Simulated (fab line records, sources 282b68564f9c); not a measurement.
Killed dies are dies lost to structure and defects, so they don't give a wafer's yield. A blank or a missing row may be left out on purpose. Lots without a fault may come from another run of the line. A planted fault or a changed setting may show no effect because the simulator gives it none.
A struck lot beside a sound one | flow rit_cmos | 15 steps out of a route of 202
Sound: wafers L581.2, L581.4, L581.5. Struck: wafers L593.1, L593.3, L593.4. The cause comes at the end.
At each step with rows: each side's tool, then ch and its chambers, then its first start. Under that, the readings that differ: sound wafers | struck wafers | difference of the means | sigmas: that difference in standard deviations of wafers without a fault.
alike: readings whose means differ by less than 2 such deviations, and words and numbers that are the same on both sides. not compared: withheld readings, readings that some wafer has no value for, bounds like >300 that may hide the same value, and numbers for which the record gives no deviation and whose values overlap.
The two part at a step that has a row with sigmas, a row that says differs or no value, or rows on one side only. Numbers that don't overlap but have no deviation are shown without sigmas and don't part them. A reading that every wafer of one side lacks parts them only if that side has two wafers or more.

RIT_NSD_TW_MEAS_10:
  sound on film_metro-04, day 3 12:06; struck on film_metro-01, day 6 02:19
  alike: NSD_TW
then, 6 steps without rows for these wafers: RIT_PSD_HMDS_00 (prime time 60 s); RIT_PSD_COAT_01 (resist thk 1000 nm); RIT_PSD_SOFTBAKE_02 (time 60 s); RIT_PSD_EXPOSE_03 (exposes mask M10, target cd 40900 nm); RIT_PSD_PEB_04; RIT_PSD_DEVELOP_05 (develop time 50 s).
RIT_PSD_OVL_MEAS_06:
  sound on overlay-01, day 3 13:01; struck on overlay-02, day 6 03:28
  alike: PSD_OVL
then, 2 steps without rows for these wafers: RIT_PSD_HARDBAKE_07 (time 60 s); RIT_PSD_IMPLANT_08.
RIT_PSD_STRIP_09: strips in O2, time 180 s.
  sound on plasma_asher-02 ch 0,1, day 3 13:20; struck on plasma_asher-04 ch 0,1, day 6 03:57
  alike: chamber_pressure_mTorr, drypump_motor_current_A
  not compared: rf_hours_counter_h
RIT_PSD_TW_MEAS_10:
  sound on film_metro-01, day 3 13:31; struck on film_metro-02, day 6 04:07
  alike: PSD_TW
RIT_SDANNEAL_CLEAN_00: cleans in SC1, time 600 s.
  sound on wet_bench-04 ch 0, day 3 13:34; struck on wet_bench-04 ch 1, day 6 04:11
  reading               | sound             | struck            | difference | sigmas
  bath_guard_temp_C (C) | 74.7 74.7 74.9    | 76.9 76.7 76.8    | +2.0       | +4
  temp_c (C)            | 74.97 75.00 75.06 | 77.49 77.54 77.72 | +2.57      | +26
then, 1 step without rows for these wafers: RIT_SDANNEAL_CLEAN_01 (cleans in dHF, time 30 s).
RIT_M1_PROBE_99:
  sound on prober-02, day 3 23:09; struck on prober-02, day 6 12:22
  alike: killed_at_contacts, killed_at_front_end, killed_dies, killed_on_rim, killed_open, killed_short

WHERE THEY PART
Only at RIT_SDANNEAL_CLEAN_00, within this record. Later steps at which nothing parts them and some readings are alike: RIT_M1_PROBE_99.

WHY: what the simulator had put in
Process parameter drift: wet_bench-04, from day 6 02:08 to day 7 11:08, at RIT_SDANNEAL_CLEAN_00. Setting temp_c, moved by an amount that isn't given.
